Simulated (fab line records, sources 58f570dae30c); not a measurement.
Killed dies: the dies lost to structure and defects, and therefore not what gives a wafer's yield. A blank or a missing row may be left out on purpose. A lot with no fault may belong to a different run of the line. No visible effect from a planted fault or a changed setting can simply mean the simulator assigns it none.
Which tool was responsible? + flow berkeleyCmos170 + 13 lots, 39 wafers sampled, at 6 steps of a route of 331

## WHAT THE GAUGES SHOWED, per wafer
UCB170_ACTIVE_THK_MEAS_03.
| lot  | measured    | on           | ACTIVE_OXIDE_THK (nm) |
|------|-------------|--------------|-----------------------|
| L352 | day 3 23:04 | filmMetro-01 | 25.6 25.2 25.9        |
| L353 | day 4 05:56 | filmMetro-01 | 27.0 26.6 27.1        |
| L358 | day 5 11:05 | filmMetro-02 | 26.6 27.1 26.9        |
| L361 | day 5 23:59 | filmMetro-01 | 26.5 26.7 26.6        |
| L362 | day 6 10:18 | filmMetro-02 | 26.3 26.5 26.4        |
| L363 | day 6 10:19 | filmMetro-03 | 25.8 25.9 25.8        |
| L364 | day 6 17:46 | filmMetro-02 | 26.7 26.8 26.3        |
| L367 | day 7 07:20 | filmMetro-02 | 25.7 26.2 25.8        |
| L368 | day 7 13:26 | filmMetro-01 | 26.0 26.3 26.3        |
| L371 | day 8 03:58 | filmMetro-01 | 25.8 25.9 26.4        |
| L372 | day 8 04:01 | filmMetro-01 | 26.2 26.2 26.1        |
| L373 | day 8 15:07 | filmMetro-03 | 26.6 26.7 26.7        |
| L374 | day 8 21:28 | filmMetro-03 | 26.7 26.5 26.7        |

UCB170_CONTACT_THK_MEAS_02.
| lot  | measured     | on           | CONTACT_PSG_THK (nm)    |
|------|--------------|--------------|-------------------------|
| L352 | day 6 19:50  | filmMetro-04 | 697 699 700             |
| L353 | day 7 04:56  | filmMetro-03 | 708 705 715             |
| L358 | day 8 18:11  | filmMetro-04 | 709 705 713             |
| L361 | day 8 21:02  | filmMetro-04 | 802 805 798 802 805 799 |
| L362 | day 9 02:40  | filmMetro-02 | 813 811 812 813 811 812 |
| L363 | day 9 06:05  | filmMetro-03 | 695 683 687             |
| L364 | day 9 21:39  | filmMetro-03 | 714 707 708             |
| L367 | day 10 07:49 | filmMetro-03 | 701 701 700             |
| L368 | day 10 19:26 | filmMetro-02 | 696 698 698             |
| L371 | day 11 16:11 | filmMetro-02 | 700 702 704             |
| L372 | day 11 15:19 | filmMetro-03 | 694 694 696             |
| L373 | day 12 00:54 | filmMetro-02 | 702 707 703             |
| L374 | day 12 14:19 | filmMetro-04 | 704 708 701             |

UCB170_V2_OVL_MEAS_13.
| lot  | measured     | on         | V2_OVL (nm) |
|------|--------------|------------|-------------|
| L352 | day 7 15:26  | overlay-01 | -3 8 -7     |
| L353 | day 7 23:50  | overlay-01 | 11 4 7      |
| L358 | day 9 10:15  | overlay-02 | 4 1 2       |
| L361 | day 9 18:00  | overlay-01 | 6 8 8       |
| L362 | day 9 22:08  | overlay-02 | 8 4 3       |
| L363 | day 9 22:26  | overlay-01 | 4 5 9       |
| L364 | day 10 14:55 | overlay-01 | 2 -3 -2     |
| L367 | day 11 02:46 | overlay-01 | -10 -5 -9   |
| L368 | day 11 17:34 | overlay-02 | -12 -15 -10 |
| L371 | day 12 12:27 | overlay-02 | 5 2 2       |
| L372 | day 12 12:41 | overlay-01 | 0 1 4       |
| L373 | day 12 21:50 | overlay-01 | 1 -11 -3    |
| L374 | day 13 09:48 | overlay-01 | -2 -9 -12   |

UCB170_M3_BOW_MEAS_20.
| lot  | measured     | on           | M3_BOW (um) |
|------|--------------|--------------|-------------|
| L352 | day 7 18:58  | filmMetro-01 | 44 32 34    |
| L353 | day 8 03:22  | filmMetro-02 | 32 45 23    |
| L358 | day 9 13:20  | filmMetro-01 | 37 43 48    |
| L361 | day 9 20:59  | filmMetro-02 | 25 43 28    |
| L362 | day 10 01:31 | filmMetro-01 | 38 38 26    |
| L363 | day 10 01:43 | filmMetro-03 | 36 33 27    |
| L364 | day 10 18:06 | filmMetro-03 | 33 28 46    |
| L367 | day 11 05:50 | filmMetro-03 | 42 35 26    |
| L368 | day 11 20:52 | filmMetro-02 | 43 51 42    |
| L371 | day 12 17:29 | filmMetro-01 | 31 20 39    |
| L372 | day 12 17:03 | filmMetro-03 | 42 37 40    |
| L373 | day 13 01:05 | filmMetro-01 | 34 39 26    |
| L374 | day 13 13:04 | filmMetro-01 | 44 40 40    |

## TOOL THAT RAN EACH LOT (tool first, then ch and the chambers of the sampled wafers, then the start)
| lot  | UCB170_CONTACT_CVD_01       | UCB170_CONTACT_ETCH_18                       |
|------|-----------------------------|----------------------------------------------|
| L352 | lpcvd-01 ch 0, day 6 18:03  | rieDiel-04 ch 1,2,3, day 7 15:26 or earlier  |
| L353 | lpcvd-02 ch 1, day 7 03:10  | rieDiel-01 ch 1,2,3, day 7 23:50 or earlier  |
| L358 | lpcvd-01 ch 0, day 8 16:23  | rieDiel-01 ch 1,3, day 9 10:15 or earlier    |
| L361 | lpcvd-02 ch 0, day 8 19:13  | rieDiel-01 ch 1,2, day 9 18:00 or earlier    |
| L362 | lpcvd-02 ch 0, day 9 00:53  | rieDiel-04 ch 0,1,3, day 9 22:08 or earlier  |
| L363 | lpcvd-01 ch 0, day 9 02:04  | rieDiel-01 ch 0,1,2, day 9 22:26 or earlier  |
| L364 | lpcvd-01 ch 0, day 9 19:51  | rieDiel-01 ch 0,1,3, day 10 14:55 or earlier |
| L367 | lpcvd-01 ch 1, day 10 06:02 | rieDiel-01 ch 1,3, day 11 02:46 or earlier   |
| L368 | lpcvd-01 ch 1, day 10 17:39 | rieDiel-01 ch 0,1,3, day 11 17:34 or earlier |
| L371 | lpcvd-01 ch 0, day 11 14:24 | rieDiel-04 ch 0,1,3, day 12 12:27 or earlier |
| L372 | lpcvd-02 ch 1, day 11 13:32 | rieDiel-04 ch 2,3, day 12 12:41 or earlier   |
| L373 | lpcvd-01 ch 0, day 11 23:07 | rieDiel-04 ch 1,2, day 12 21:50 or earlier   |
| L374 | lpcvd-01 ch 0, day 12 12:31 | rieDiel-04 ch 0,1,2, day 13 09:48 or earlier |
- UCB170_CONTACT_CVD_01: deposits PSG from SiH4/O2/PH3, target thk 700 nm, time 2820 s.
- UCB170_CONTACT_ETCH_18: etches PSG in CHF3/CF4/Ar, stops on TiSi2, target depth 840 nm, time 195 s.

## WHAT THE TOOLS THEMSELVES READ (means of the sampled wafers that have a number; where no wafer has one, the mark that the record gives instead)
UCB170_CONTACT_CVD_01.
| lot  | tool     | ph3FlowSccm (sccm) | sih4FlowSccm (sccm) |
|------|----------|--------------------|---------------------|
| L352 | lpcvd-01 | 25.06              | 59.82               |
| L353 | lpcvd-02 | 25.01              | 59.90               |
| L358 | lpcvd-01 | 24.94              | 60.23               |
| L361 | lpcvd-02 | 24.97              | 59.90               |
| L362 | lpcvd-02 | 25.01              | 60.04               |
| L363 | lpcvd-01 | 25.08              | 60.17               |
| L364 | lpcvd-01 | 25.01              | 60.13               |
| L367 | lpcvd-01 | 24.92              | 59.82               |
| L368 | lpcvd-01 | 24.95              | 59.91               |
| L371 | lpcvd-01 | 25.00              | 59.70               |
| L372 | lpcvd-02 | 25.00              | 60.03               |
| L373 | lpcvd-01 | 24.94              | 59.90               |
| L374 | lpcvd-01 | 24.98              | 60.22               |

UCB170_CONTACT_ETCH_18.
| lot  | tool       | drypumpMotorCurrentA (A) | oesProductAu (a.u.) | throttleValvePct (%) |
|------|------------|--------------------------|---------------------|----------------------|
| L352 | rieDiel-04 | 6.0                      | 0.895               | 7.09                 |
| L353 | rieDiel-01 | 5.5                      | 0.897               | 6.83                 |
| L358 | rieDiel-01 | 5.2                      | 0.902               | 6.85                 |
| L361 | rieDiel-01 | 5.7                      | 0.958               | 6.77                 |
| L362 | rieDiel-04 | 6.0                      | 0.982               | 7.07                 |
| L363 | rieDiel-01 | 5.8                      | 0.878               | 6.86                 |
| L364 | rieDiel-01 | 5.5                      | 0.896               | 6.88                 |
| L367 | rieDiel-01 | 5.2                      | 0.888               | 6.86                 |
| L368 | rieDiel-01 | 5.5                      | 0.883               | 6.89                 |
| L371 | rieDiel-04 | 6.0                      | 0.893               | 7.08                 |
| L372 | rieDiel-04 | 6.3                      | 0.898               | 7.10                 |
| L373 | rieDiel-04 | 5.8                      | 0.896               | 7.09                 |
| L374 | rieDiel-04 | 5.9                      | 0.895               | 7.09                 |

## THE ANSWER, worked out from the rows above alone
Rule: what is usual is taken from the lots themselves. The widest of any qualifying gaps counts: lots, ordered by their means at a reading, are off when they make up no more than a third of the lots, leave a main group of 4 or more, and stand apart from it by 3 or more times the standard deviation of that group's means. A main group whose means are all the same, to the digits that the tables above print for the reading, isn't used. A lot without any number at a reading at which 4 lots or more have one is off too. All remaining lots with rows at the step are treated as sound. The gauges are gone through in route order, then the tools' own readings, and for those a lot's mean is taken as printed above. The first step at which some lot is off is used, and at that step the reading that is off furthest; a lot without a number counts as furthest.
Off: L361, L362, at UCB170_CONTACT_THK_MEAS_02 (CONTACT_PSG_THK). Mean 702 nm and standard deviation 6.4 in the main group.
A tool fits if, at a process step before that reading, it ran every lot that is off, and no sound lot after the first of them. Not tried: the gauges at UCB170_CONTACT_THK_MEAS_02; whatever is off there is also off at UCB170_CONTACT_ETCH_18, on other tools, and gauge error can't account for it. None of those tried fits.

## WHAT THE SIMULATOR HAD INSERTED
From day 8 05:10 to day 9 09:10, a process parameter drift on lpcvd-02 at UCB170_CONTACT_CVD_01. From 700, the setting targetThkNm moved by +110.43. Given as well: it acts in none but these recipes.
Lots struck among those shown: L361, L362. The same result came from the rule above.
